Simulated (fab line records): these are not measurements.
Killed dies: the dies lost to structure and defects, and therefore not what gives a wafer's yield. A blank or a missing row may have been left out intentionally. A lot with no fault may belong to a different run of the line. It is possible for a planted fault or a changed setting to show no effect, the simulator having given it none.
fab line records	flow ritCmos
[record] lots = 6	wafers = 18	lastDay = 7
route steps=202 shown PLDD@118 SPACER@125 NSD@131 PSD@142 SDANNEAL@153 SILICIDE@161 M1@202
lots with no fault: from the same line, run without faults
startH: hours from the record's opening day to when the first of the lot's shown wafers began	waitH: time in hours since the lot's previous step	" repeats the value in the row above	L1.1+2: a single row standing in for several wafers	- no value, or no start was given	* or withheld: withheld	< > ~ a bound
route shown NAME@n: a module of which the file shows steps, and the number in the route of the first	usual: mean/standard deviation of fault-free wafers	same: alike in all rows	chamber/n: place in a boat	sites: the reading at each site	_std_site: the values' standard deviation	_edge_site: mean of outer sites minus mean of inner sites	radiusMm: for every site, how far away it sits from the centre of the wafer	mask NAME#n: copy n	behind: the most recent tool/chamber to have shaped the wafer	hold: why the lot was held/for how many hours/how that ended	device: the transistor (n, p or np) that didn't switch	end of line: the tests these same wafers got at the end of their route	where a step has no rows: the recipe by itself	killed: dies lost to structure and defects at the first sort, not the wafer's yield	map: a wafer's dies, marking killed ones x, the rest . and places with no die _
set.NAME: the setting the step ran with; set.NAME@STEP: the setting that earlier step ran with	model.NAME: the simulator's own value behind a step, which no gauge read
lots seen at some steps along the route; tables by step, rows by wafer
services: from which hour (startH, from the record's first day; less than 0 if before it) a tool's chamber was out of use, for how many hours, and why
[[steps]]
[step RIT_PLDD_PEB_04]
[recipe] resist = NOVOLAK	tempC = withheld	timeS = withheld
[step RIT_PLDD_DEVELOP_05]
[recipe] resist = NOVOLAK	developTimeS = 50	devTempC = 23
[step RIT_PLDD_OVL_MEAS_06]
[usual] PLDD_OVL = 0.8/1.4
lot.wafer	tool	chamber	startH	waitH	PLDD_OVL[nm]
L237.2	overlay-02	-	83.87	-	-1.0
L237.3	"	-	"	"	-1.2
L237.6	"	-	"	"	-1.8
L240.1	overlay-01	-	92.50	-	1.2
L240.2	"	-	"	"	-0.9
L240.3	"	-	"	"	0.8
L244.1	overlay-02	-	115.34	-	-0.2
L244.2	"	-	"	"	0.7
L244.6	"	-	"	"	0.8
L243.1	overlay-02	-	118.46	-	2.4
L243.3	"	-	"	"	2.3
L243.6	"	-	"	"	1.2
L247.1	overlay-02	-	125.19	-	0.7
L247.5	"	-	"	"	0.1
L247.6	"	-	"	"	0.3
L254.2	overlay-01	-	150.36	-	0.4
L254.4	"	-	"	"	-0.1
L254.6	"	-	"	"	0.1
[step RIT_PLDD_HARDBAKE_07]
[recipe] resist = NOVOLAK	tempC = 140	timeS = 60
[step RIT_PLDD_IMPLANT_08]
[recipe] species = BF2	energyKev = 20	doseCm2 = 9e+14	tiltDeg = 7
[step RIT_PLDD_STRIP_09]
[recipe] chemistry = O2	timeS = 180	resist = NOVOLAK	platenTempC = withheld	powerW = 500	pressureMtorr = 4000	o2FlowSccm = 4000
[usual] drypumpMotorCurrentA = 5.5/0.54
lot.wafer	tool	chamber	startH	waitH	drypumpMotorCurrentA	rfHoursCounterH
L237.2	plasmaAsher-03	0	84.30	0.1	5.7	42
L237.3	"	0	"	"	5.7	-
L237.6	"	0	"	"	5.7	-
L240.1	plasmaAsher-04	0	92.83	0.1	5.5	47
L240.2	"	1	"	"	4.9	47
L240.3	"	0	"	"	5.5	-
L244.1	plasmaAsher-04	0	115.80	0.1	5.5	50
L244.2	"	1	"	"	4.9	50
L244.6	"	1	"	"	4.9	-
L243.1	plasmaAsher-02	1	118.80	0.1	6.4	47
L243.3	"	1	"	"	6.4	-
L243.6	"	0	"	"	5.7	-
L247.1	plasmaAsher-02	1	125.53	0.1	6.4	48
L247.5	"	1	"	"	6.4	-
L247.6	"	0	"	"	5.7	-
L254.2	plasmaAsher-03	1	150.69	0.1	4.7	5
L254.4	"	0	"	"	5.7	-
L254.6	"	0	"	"	5.7	-
[step RIT_PLDD_TW_MEAS_10]
[usual] PLDD_TW = 2342/24
lot.wafer	tool	chamber	startH	waitH	PLDD_TW
L237.2	filmMetro-02	-	84.49	0.1	2374
L237.3	"	-	"	"	2371
L237.6	"	-	"	"	2379
L240.1	filmMetro-01	-	93.01	0.1	2315
L240.2	"	-	"	"	2325
L240.3	"	-	"	"	2314
L244.1	filmMetro-03	-	115.97	0.1	2348
L244.2	"	-	"	"	2375
L244.6	"	-	"	"	2368
L243.1	filmMetro-01	-	118.97	0.1	2315
L243.3	"	-	"	"	2319
L243.6	"	-	"	"	2329
L247.1	filmMetro-02	-	125.70	0.1	2373
L247.5	"	-	"	"	2375
L247.6	"	-	"	"	2368
L254.2	filmMetro-01	-	150.88	0.1	2329
L254.4	"	-	"	"	2320
L254.6	"	-	"	"	2323
[step RIT_SPACER_CLEAN_00]
[recipe] chemistry = SC1	mix = 3:3:50	timeS = 600	tempC = 75
[step RIT_SPACER_CLEAN_01]
[recipe] chemistry = dHF	dilution = 50:1	timeS = 30
[step RIT_SPACER_CLEAN_02]
[recipe] chemistry = SC2	mix = 3:3:50	timeS = 600	tempC = 75	dry = n2Spin
[step RIT_SPACER_CVD_03]
[recipe] material = Si3N4	targetThkNm = 250	tempC = 810	precursor = SiH2Cl2/NH3	timeS = 3300	pressureMtorr = 300	sih2cl2FlowSccm = 60	nh3FlowSccm = 150
[step RIT_SPACER_THK_MEAS_04]
[recipe] reads = Si3N4_of_SPACER_CVD_03
[usual] SPACER_NITRIDE_THK = 250.5/2.9
lot.wafer	tool	chamber	startH	waitH	SPACER_NITRIDE_THK[nm]
L237.2	filmMetro-04	-	86.85	0.0	251.3
L237.3	"	-	"	"	251.8
L237.6	"	-	"	"	253.0
L240.1	filmMetro-01	-	95.35	0.0	248.7
L240.2	"	-	"	"	247.6
L240.3	"	-	"	"	248.6
L244.1	filmMetro-04	-	118.52	0.0	249.7
L244.2	"	-	"	"	248.6
L244.6	"	-	"	"	247.7
L243.1	filmMetro-04	-	122.25	0.0	251.7
L243.3	"	-	"	"	251.3
L243.6	"	-	"	"	249.2
L247.1	filmMetro-04	-	128.05	0.0	252.3
L247.5	"	-	"	"	250.8
L247.6	"	-	"	"	249.6
L254.2	filmMetro-04	-	153.22	0.0	250.0
L254.4	"	-	"	"	249.4
L254.6	"	-	"	"	250.2
[step RIT_SPACER_ETCHBACK_05]
[recipe] targetDepthA = 2500	SF6_flow_sccm = 30	CHF3_flow_sccm = 30	target = Si3N4	chemistry = SF6/CHF3	pressureMtorr = 40	rfW = 250	timeS = 240	stopOn = SiO2
[usual] SF6_flow_sccm = 30.00/0.1	drypumpMotorCurrentA = 5.6/0.5	oesProductAu = 0.835/0.012	runLengthS = 268.3/0.38	throttleValvePct = 10.34/0.15
lot.wafer	tool	chamber	startH	waitH	SF6_flow_sccm	drypumpMotorCurrentA	oesProductAu	rfHoursCounterH	runLengthS	throttleValvePct	model.poly-Si_of_GATE_CVD_08.thkNm	model.Si3N4_of_SPACER_CVD_03.thkNm
L237.2	rieDiel-04	2	86.90	0.0	30.18	6.0	0.840	92	268.0	10.37	168.6	197.4
L237.3	"	3	"	"	30.08	5.8	0.824	127	268.6	10.37	167.1	195.2
L237.6	"	3	"	"	29.96	5.8	0.833	-	268.3	10.41	165.6	196
L240.1	rieDiel-03	2	95.41	0.1	30.12	5.6	0.833	7	267.8	10.48	166.3	194.9
L240.2	"	3	"	"	30.02	4.7	0.814	5	268.3	10.16	167.6	194.5
L240.3	"	0	"	"	29.85	5.1	0.825	91	268.3	10.29	164.2	195.6
L244.1	rieDiel-03	3	118.58	0.1	29.98	4.7	0.952	5	239.8	10.22	178.9	202.8
L244.2	"	0	"	"	30.07	5.1	0.977	91	239.8	10.36	179.6	201.6
L244.6	"	3	"	"	30.00	4.7	0.961	-	239.5	10.23	179.8	201.1
L243.1	rieDiel-03	3	122.31	0.1	29.83	4.7	0.956	5	239.4	10.23	179	204.1
L243.3	"	1	"	"	29.96	5.6	0.979	100	240.0	10.56	178.4	204.3
L243.6	"	3	"	"	29.86	4.7	0.946	-	239.8	10.22	176.9	202.4
L247.1	rieDiel-04	2	128.11	0.1	30.00	6.0	0.852	92	267.8	10.39	171.2	198.4
L247.5	"	1	"	"	29.91	5.7	0.824	-	268.4	10.29	169.1	197.1
L247.6	"	0	"	"	29.97	6.3	0.841	-	267.8	10.59	167.8	195.3
L254.2	rieDiel-04	0	153.27	0.0	30.02	6.3	0.846	4	267.7	10.61	167.5	196.3
L254.4	"	3	"	"	30.09	5.8	0.821	129	268.5	10.38	167	194.8
L254.6	"	3	"	"	30.08	5.8	0.826	-	268.1	10.39	168.1	195.1
[step RIT_NSD_HMDS_00]
[recipe] primeTimeS = 60	primeTempC = 140
[step RIT_NSD_COAT_01]
[recipe] resist = NOVOLAK	spinRpm = 3250	resistThkNm = 1000
[step RIT_NSD_SOFTBAKE_02]
[recipe] resist = NOVOLAK	tempC = 90	timeS = 60
[step RIT_NSD_EXPOSE_03]
[recipe] maskId = M9	na = 0.57	targetCdNm = 40700	doseMj = 250
[step RIT_NSD_PEB_04]
[recipe] resist = NOVOLAK	tempC = withheld	timeS = withheld
[step RIT_NSD_DEVELOP_05]
[recipe] resist = NOVOLAK	developTimeS = 50	devTempC = 23
[step RIT_NSD_OVL_MEAS_06]
[usual] NSD_OVL = -1.0/1.4
lot.wafer	tool	chamber	startH	waitH	NSD_OVL[nm]
L237.2	overlay-02	-	88.03	-	0.2
L237.3	"	-	"	"	-0.5
L237.6	"	-	"	"	-1.0
L240.1	overlay-02	-	96.86	-	-1.7
L240.2	"	-	"	"	-2.8
L240.3	"	-	"	"	-2.9
L244.1	overlay-02	-	119.58	-	-0.2
L244.2	"	-	"	"	-1.6
L244.6	"	-	"	"	-1.4
L243.1	overlay-02	-	123.64	-	-0.3
L243.3	"	-	"	"	-0.5
L243.6	"	-	"	"	2.8
L247.1	overlay-01	-	129.42	-	-1.4
L247.5	"	-	"	"	-0.3
L247.6	"	-	"	"	1.6
L254.2	overlay-02	-	154.28	-	-0.9
L254.4	"	-	"	"	0.2
L254.6	"	-	"	"	-0.5
[step RIT_NSD_HARDBAKE_07]
[recipe] resist = NOVOLAK	tempC = 140	timeS = 60
[step RIT_NSD_IMPLANT_08]
[recipe] species = P	energyKev = 25	doseCm2 = 1e+15	tiltDeg = 7
[step RIT_NSD_STRIP_09]
[recipe] chemistry = O2	timeS = 180	resist = NOVOLAK	platenTempC = withheld	powerW = 500	pressureMtorr = 4000	o2FlowSccm = 4000
[usual] drypumpMotorCurrentA = 5.8/0.46
lot.wafer	tool	chamber	startH	waitH	drypumpMotorCurrentA	rfHoursCounterH
L237.2	plasmaAsher-03	1	88.36	0.1	4.7	42
L237.3	"	1	"	"	4.7	-
L237.6	"	0	"	"	5.7	-
L240.1	plasmaAsher-02	0	97.19	0.1	5.7	44
L240.2	"	1	"	"	6.4	44
L240.3	"	0	"	"	5.7	-
L244.1	plasmaAsher-01	1	119.93	0.1	5.7	28
L244.2	"	0	"	"	6.0	28
L244.6	"	1	"	"	5.7	-
L243.1	plasmaAsher-03	1	124.34	0.1	4.7	1
L243.3	"	0	"	"	5.7	-
L243.6	"	0	"	"	5.7	-
L247.1	plasmaAsher-01	0	129.76	0.1	6.0	30
L247.5	"	1	"	"	5.6	-
L247.6	"	0	"	"	6.0	-
L254.2	plasmaAsher-01	1	154.61	0.1	5.7	33
L254.4	"	0	"	"	6.0	-
L254.6	"	0	"	"	6.0	-
[step RIT_NSD_TW_MEAS_10]
[usual] NSD_TW = 3129/33
lot.wafer	tool	chamber	startH	waitH	NSD_TW
L237.2	filmMetro-02	-	88.55	0.1	3139
L237.3	"	-	"	"	3158
L237.6	"	-	"	"	3179
L240.1	filmMetro-03	-	97.37	0.1	3126
L240.2	"	-	"	"	3127
L240.3	"	-	"	"	3126
L244.1	filmMetro-01	-	120.11	0.1	3098
L244.2	"	-	"	"	3098
L244.6	"	-	"	"	3092
L243.1	filmMetro-03	-	124.51	0.1	3160
L243.3	"	-	"	"	3164
L243.6	"	-	"	"	3164
L247.1	filmMetro-01	-	129.94	0.1	3098
L247.5	"	-	"	"	3100
L247.6	"	-	"	"	3080
L254.2	filmMetro-01	-	154.79	0.1	3087
L254.4	"	-	"	"	3082
L254.6	"	-	"	"	3091
[step RIT_PSD_HMDS_00]
[recipe] primeTimeS = 60	primeTempC = 140
[step RIT_PSD_COAT_01]
[recipe] resist = NOVOLAK	spinRpm = 3250	resistThkNm = 1000
[step RIT_PSD_SOFTBAKE_02]
[recipe] resist = NOVOLAK	tempC = 90	timeS = 60
[step RIT_PSD_EXPOSE_03]
[recipe] maskId = M10	na = 0.57	targetCdNm = 40900	doseMj = 250
[step RIT_PSD_PEB_04]
[recipe] resist = NOVOLAK	tempC = withheld	timeS = withheld
[step RIT_PSD_DEVELOP_05]
[recipe] resist = NOVOLAK	developTimeS = 50	devTempC = 23
[step RIT_PSD_OVL_MEAS_06]
[usual] PSD_OVL = -1.1/1.4
lot.wafer	tool	chamber	startH	waitH	PSD_OVL[nm]
L237.2	overlay-01	-	89.58	-	-1.6
L237.3	"	-	"	"	-0.1
L237.6	"	-	"	"	-2.6
L240.1	overlay-02	-	98.58	-	0.8
L240.2	"	-	"	"	-0.6
L240.3	"	-	"	"	-0.1
L244.1	overlay-02	-	121.13	-	-0.1
L244.2	"	-	"	"	0.5
L244.6	"	-	"	"	-1.4
L243.1	overlay-02	-	125.55	-	-1.8
L243.3	"	-	"	"	-1.2
L243.6	"	-	"	"	-0.2
L247.1	overlay-01	-	130.97	-	-1.3
L247.5	"	-	"	"	-0.2
L247.6	"	-	"	"	-1.6
L254.2	overlay-02	-	155.70	-	-3.2
L254.4	"	-	"	"	-2.8
L254.6	"	-	"	"	-2.5
[step RIT_PSD_HARDBAKE_07]
[recipe] resist = NOVOLAK	tempC = 140	timeS = 60
[step RIT_PSD_IMPLANT_08]
[recipe] species = BF2	energyKev = 27	doseCm2 = 5e+15	tiltDeg = 7
[step RIT_PSD_STRIP_09]
[recipe] chemistry = O2	timeS = 180	resist = NOVOLAK	platenTempC = withheld	powerW = 500	pressureMtorr = 4000	o2FlowSccm = 4000
[usual] drypumpMotorCurrentA = 5.7/0.49
lot.wafer	tool	chamber	startH	waitH	drypumpMotorCurrentA	rfHoursCounterH
L237.2	plasmaAsher-02	1	89.91	0.1	6.4	43
L237.3	"	1	"	"	6.4	-
L237.6	"	1	"	"	6.5	-
L240.1	plasmaAsher-02	0	98.91	0.1	5.7	45
L240.2	"	1	"	"	6.4	45
L240.3	"	1	"	"	6.4	-
L244.1	plasmaAsher-02	0	121.46	0.1	5.7	47
L244.2	"	1	"	"	6.4	47
L244.6	"	0	"	"	5.7	-
L243.1	plasmaAsher-04	1	125.96	0.1	4.9	52
L243.3	"	0	"	"	5.5	-
L243.6	"	0	"	"	5.5	-
L247.1	plasmaAsher-01	1	131.37	0.1	5.7	30
L247.5	"	0	"	"	6.0	-
L247.6	"	1	"	"	5.7	-
L254.2	plasmaAsher-04	0	156.15	0.1	5.6	56
L254.4	"	0	"	"	5.6	-
L254.6	"	0	"	"	5.5	-
[step RIT_PSD_TW_MEAS_10]
[usual] PSD_TW = 3446/32
lot.wafer	tool	chamber	startH	waitH	PSD_TW
L237.2	filmMetro-01	-	90.09	0.1	3380
L237.3	"	-	"	"	3366
L237.6	"	-	"	"	3381
L240.1	filmMetro-01	-	99.09	0.1	3401
L240.2	"	-	"	"	3403
L240.3	"	-	"	"	3405
L244.1	filmMetro-03	-	121.64	0.1	3478
L244.2	"	-	"	"	3478
L244.6	"	-	"	"	3480
L243.1	filmMetro-03	-	126.14	0.1	3466
L243.3	"	-	"	"	3464
L243.6	"	-	"	"	3441
L247.1	filmMetro-02	-	131.54	0.1	3438
L247.5	"	-	"	"	3455
L247.6	"	-	"	"	3452
L254.2	filmMetro-02	-	156.33	0.1	3474
L254.4	"	-	"	"	3457
L254.6	"	-	"	"	3479
[step RIT_SDANNEAL_CLEAN_00]
[recipe] chemistry = SC1	mix = 3:3:50	timeS = 600	tempC = 75
[step RIT_SDANNEAL_CLEAN_01]
[recipe] chemistry = dHF	dilution = 50:1	timeS = 30
[step RIT_SDANNEAL_CLEAN_02]
[recipe] chemistry = SC2	mix = 3:3:50	timeS = 600	tempC = 75	dry = n2Spin
[usual] bathHeatDutyPct = 16.6/1.8
lot.wafer	tool	chamber	startH	waitH	bathHeatDutyPct	model.poly-Si_of_GATE_CVD_08.thkNm
L237.2	wetBench-04	3	90.35	0.0	15.7	164.2
L237.3	"	3	"	"	15.9	162.7
L237.6	"	3	"	"	15.8	161.2
L240.1	wetBench-02	3	99.34	0.0	18.5	162
L240.2	"	3	"	"	16.6	163.3
L240.3	"	3	"	"	16.1	159.9
L244.1	wetBench-02	1	121.89	0.0	15.7	174.5
L244.2	"	1	"	"	16.6	175.3
L244.6	"	1	"	"	15.6	175.5
L243.1	wetBench-04	2	126.39	0.0	18.2	174.5
L243.3	"	2	"	"	16.3	174
L243.6	"	2	"	"	17.1	172.5
L247.1	wetBench-02	3	131.81	0.0	17.7	166.8
L247.5	"	3	"	"	16.7	164.7
L247.6	"	3	"	"	17.0	163.4
L254.2	wetBench-02	3	156.59	0.0	16.4	163
L254.4	"	3	"	"	17.0	162.5
L254.6	"	3	"	"	17.3	163.6
[step RIT_SDANNEAL_RTA_03]
[recipe] tempC = 1050	timeS = 5	idleTempC = 600	rampUpCPerS = 342	rampDownCPerS = 171	coolToC = 600	ambient = N2
[usual] wafer_temp_C_max = 1053.6/1.1
lot.wafer	tool	chamber	startH	waitH	wafer_temp_C_max
L237.2	rtpAnneal-01	0	90.54	0.0	1054.6
L237.3	"	0	"	"	1055.1
L237.6	"	0	"	"	1053.4
L240.1	rtpAnneal-02	0	99.52	0.0	1053.4
L240.2	"	0	"	"	1053.6
L240.3	"	0	"	"	1054.5
L244.1	rtpAnneal-01	0	122.07	0.0	1052.4
L244.2	"	0	"	"	1053.3
L244.6	"	0	"	"	1052.7
L243.1	rtpAnneal-02	0	126.56	0.0	1054.8
L243.3	"	0	"	"	1053.0
L243.6	"	0	"	"	1052.6
L247.1	rtpAnneal-02	0	132.00	0.0	1052.6
L247.5	"	0	"	"	1053.4
L247.6	"	0	"	"	1053.8
L254.2	rtpAnneal-02	0	156.79	0.0	1052.5
L254.4	"	0	"	"	1053.3
L254.6	"	0	"	"	1053.6
[step RIT_SDANNEAL_RS_MEAS_04]
[recipe] thkMeasGauge = four-point-probe
[usual] PSD_RS = 115.79/0.26
lot.wafer	tool	chamber	startH	waitH	PSD_RS[ohm/sq]
L237.2	filmMetro-03	-	90.60	0.1	115.97
L237.3	"	-	"	"	115.81
L237.6	"	-	"	"	115.76
L240.1	filmMetro-01	-	99.63	0.1	115.75
L240.2	"	-	"	"	115.35
L240.3	"	-	"	"	115.63
L244.1	filmMetro-03	-	122.12	0.0	115.64
L244.2	"	-	"	"	115.33
L244.6	"	-	"	"	115.46
L243.1	filmMetro-01	-	126.62	0.0	115.51
L243.3	"	-	"	"	115.58
L243.6	"	-	"	"	115.41
L247.1	filmMetro-02	-	132.06	0.0	115.63
L247.5	"	-	"	"	116.03
L247.6	"	-	"	"	115.61
L254.2	filmMetro-03	-	156.86	0.1	116.16
L254.4	"	-	"	"	115.78
L254.6	"	-	"	"	116.18
[step RIT_SDANNEAL_RS_MEAS_05]
[recipe] thkMeasGauge = four-point-probe
[usual] NSD_RS = 84.5/0.32
lot.wafer	tool	chamber	startH	waitH	NSD_RS[ohm/sq]
L237.2	filmMetro-03	-	90.72	0.1	84.5
L237.3	"	-	"	"	84.7
L237.6	"	-	"	"	84.4
L240.1	filmMetro-01	-	99.75	0.1	84.7
L240.2	"	-	"	"	84.4
L240.3	"	-	"	"	84.5
L244.1	filmMetro-03	-	122.24	0.1	85.2
L244.2	"	-	"	"	84.9
L244.6	"	-	"	"	84.9
L243.1	filmMetro-01	-	126.74	0.1	83.9
L243.3	"	-	"	"	84.4
L243.6	"	-	"	"	84.1
L247.1	filmMetro-02	-	132.18	0.1	84.5
L247.5	"	-	"	"	84.4
L247.6	"	-	"	"	84.8
L254.2	filmMetro-03	-	156.98	0.1	84.4
L254.4	"	-	"	"	84.4
L254.6	"	-	"	"	84.3
[step RIT_SDANNEAL_RS_MEAS_06]
[recipe] thkMeasGauge = four-point-probe
[usual] PLDD_RS = 178.5/0.44
lot.wafer	tool	chamber	startH	waitH	PLDD_RS[ohm/sq]
L237.2	filmMetro-03	-	90.84	0.1	177.9
L237.3	"	-	"	"	177.3
L237.6	"	-	"	"	178.2
L240.1	filmMetro-01	-	99.87	0.1	179.1
L240.2	"	-	"	"	178.2
L240.3	"	-	"	"	178.5
L244.1	filmMetro-03	-	122.36	0.1	179.2
L244.2	"	-	"	"	178.4
L244.6	"	-	"	"	178.6
L243.1	filmMetro-01	-	126.86	0.1	178.0
L243.3	"	-	"	"	178.4
L243.6	"	-	"	"	178.3
L247.1	filmMetro-02	-	132.30	0.1	178.8
L247.5	"	-	"	"	178.4
L247.6	"	-	"	"	177.9
L254.2	filmMetro-03	-	157.10	0.1	179.0
L254.4	"	-	"	"	178.0
L254.6	"	-	"	"	178.0
[step RIT_SILICIDE_WET_ETCH_00]
[recipe] chemistry = BOE	target = SiO2	targetDepthNm = 14	timeS = 15	dry = n2Spin	dilution = 10:1	tempC = 21.5
[usual] bathHeatDutyPct = 1.7/0.39
lot.wafer	tool	chamber	startH	waitH	bathHeatDutyPct	model.Si3N4_of_SPACER_CVD_03.thkNm
L237.2	wetBench-03	2	91.06	0.1	1.3	196.2
L237.3	"	2	"	"	1.3	194
L237.6	"	2	"	"	2.8	194.8
L240.1	wetBench-02	0	100.11	0.1	2.5	193.8
L240.2	"	0	"	"	2.2	193.4
L240.3	"	0	"	"	2.4	194.4
L244.1	wetBench-02	1	122.60	0.1	1.3	201.7
L244.2	"	1	"	"	2.4	200.5
L244.6	"	1	"	"	1.5	200
L243.1	wetBench-03	0	127.10	0.1	1.7	202.9
L243.3	"	0	"	"	2.2	203.1
L243.6	"	0	"	"	2.0	201.2
L247.1	wetBench-01	3	132.54	0.1	1.7	197.2
L247.5	"	3	"	"	1.0	196
L247.6	"	3	"	"	1.1	194.1
L254.2	wetBench-03	2	157.32	0.1	2.0	195.1
L254.4	"	2	"	"	1.2	193.6
L254.6	"	2	"	"	1.9	194
[step RIT_M1_PROBE_99]
[usual] killedAtContacts = 0.1/0.23	killedAtFrontEnd = 6.7/2.9	killedDies = 6.8/2.9	killedOnRim = 1.9/1.4	killedOpen = 3.5/2.1	killedShort = 3.2/1.9
[same] grossDies = 264	killed_at_M0_to_M3 = 0	killed_at_M4_up = 0	killedAtBackSide = 0	killedAtOther = 0
lot.wafer	tool	chamber	startH	waitH	killedAtContacts	killedAtFrontEnd	killedDies	killedOnRim	killedOpen	killedShort
L237.2	prober-02	-	98.77	0.1	0	6	6	2	4	2
L237.3	prober-02	-	98.82	0.2	0	12	12	3	7	5
L237.6	prober-02	-	98.97	0.2	0	3	3	1	3	0
L240.1	prober-01	-	108.28	0.1	0	10	10	3	5	5
L240.2	prober-01	-	108.33	0.1	0	4	4	0	3	1
L240.3	prober-01	-	108.38	0.2	0	8	8	1	4	4
L243.3	prober-01	-	134.47	0.2	0	5	5	1	3	1
L247.1	prober-01	-	139.89	0.1	0	5	5	2	3	2
L247.5	prober-01	-	140.09	0.2	0	7	7	1	4	3
L247.6	prober-01	-	140.14	0.2	0	6	6	1	2	4
// killed by level:class
L237.2 GATE:geometricParticle:open=2 SPACER:geometricParticle:open=2 GATE:geometricParticle:short=1 SPACER:geometricParticle:short=1
L237.3 GATE:geometricParticle:open=3 GATE:geometricParticle:short=3 SPACER:geometricParticle:open=2 SPACER:geometricParticle:short=2 FOX1:geometricParticle:open=1 FOX2:geometricParticle:open=1
L237.6 FOX1:geometricParticle:open=1 FOX2:geometricParticle:open=1 GATE:geometricParticle:open=1
L240.1 GATE:geometricParticle:short=2 REOX:geometricParticle:short=2 GATE:geometricParticle:open=2 REOX:geometricParticle:open=1 SPACER:geometricParticle:open=1 SILICIDE:geometricParticle:short=1 SILICIDE:geometricParticle:open=1
L240.2 GATE:geometricParticle:open=2 FOX1:geometricParticle:short=1 REOX:geometricParticle:open=1
L240.3 GATE:geometricParticle:short=2 GATE:geometricParticle:open=2 FOX1:geometricParticle:short=1 REOX:geometricParticle:short=1 SPACER:geometricParticle:open=1 SILICIDE:geometricParticle:open=1
L243.3 GATE:geometricParticle:open=2 FOX1:geometricParticle:open=1 FOX2:geometricParticle:short=1 SPACER:areaEtchback=1
L247.1 FOX1:geometricParticle:short=1 FOX2:geometricParticle:open=1 GATE:geometricParticle:short=1 GATE:geometricParticle:open=1 REOX:geometricParticle:open=1
L247.5 GATE:geometricParticle:open=3 FOX2:geometricParticle:short=2 FOX2:geometricParticle:open=1 SILICIDE:geometricParticle:short=1
L247.6 FOX1:geometricParticle:open=1 FOX1:geometricParticle:short=1 FOX2:geometricParticle:short=1 GATE:geometricParticle:short=1 SILICIDE:geometricParticle:open=1 SILICIDE:geometricParticle:short=1
[[services]]
tool	chamber	startH	hours	kind
rieDiel-03	3	61.34	6.4	repair
plasmaAsher-01	-	64.14	1.0	repair
rieDiel-03	-	74.32	0.6	repair
wetBench-03	-	95.28	17.3	repair
plasmaAsher-01	-	98.66	2.8	pm
rieDiel-03	2	105.74	6.5	repair
plasmaAsher-03	-	108.88	9.0	pm
plasmaAsher-03	0	108.88	9.0	ventCycle
plasmaAsher-03	1	108.88	9.0	ventCycle
rieDiel-03	2	117.10	36.1	repair
plasmaAsher-03	0	117.88	-	clean
plasmaAsher-03	1	117.88	-	clean
rieDiel-03	3	127.65	10.4	repair
rieDiel-04	1	137.29	-	clean
rieDiel-04	1	137.29	15.5	scheduledDown
rieDiel-04	1	137.29	15.5	ventCycle
rieDiel-04	2	139.74	10.5	repair
wetBench-01	-	152.68	1.9	repair
wetBench-04	-	155.71	1.9	pm
[[key]]
[firstSign] step = RIT_SPACER_ETCHBACK_05	reading = runLengthS	direction = down	sigmas = 75	usual = *	struck = *
[effect] step = RIT_SPACER_ETCHBACK_05	reading = oesProductAu	direction = up	sigmas = 10	usual = 0.835	struck = 0.962
[modelEffect] step = RIT_SPACER_ETCHBACK_05	value = poly-Si_of_GATE_CVD_08.thkNm	without = 171	struck = 178.8
[modelEffect] step = RIT_SDANNEAL_CLEAN_02	value = poly-Si_of_GATE_CVD_08.thkNm	without = 166.6	struck = 174.4
[modelEffect] step = RIT_SILICIDE_WET_ETCH_00	value = Si3N4_of_SPACER_CVD_03.thkNm	without = 195.2	struck = 201.6
metAt RIT_SPACER_ETCHBACK_05
struckWafers L243.1,L243.3,L243.6,L244.1,L244.2,L244.6
testerLeftOut L243,L244
onsetBetween 95.41 118.58
[fault] kind = processParameterDrift	tool = rieDiel-03	chamber = -	onsetH = 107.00	steps = RIT_SPACER_ETCHBACK_05	channel = timeS	offset = *	shape = step	endH = 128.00	actsIn = *	stated = *
// testerLeftOut: of these lots the tester's yield and bins aren't shown, on N5 and GAA mostly nor the transistor test; their killed dies are dies lost to structure and defects alone, not to doping, threshold or leakage, so they don't give the yield
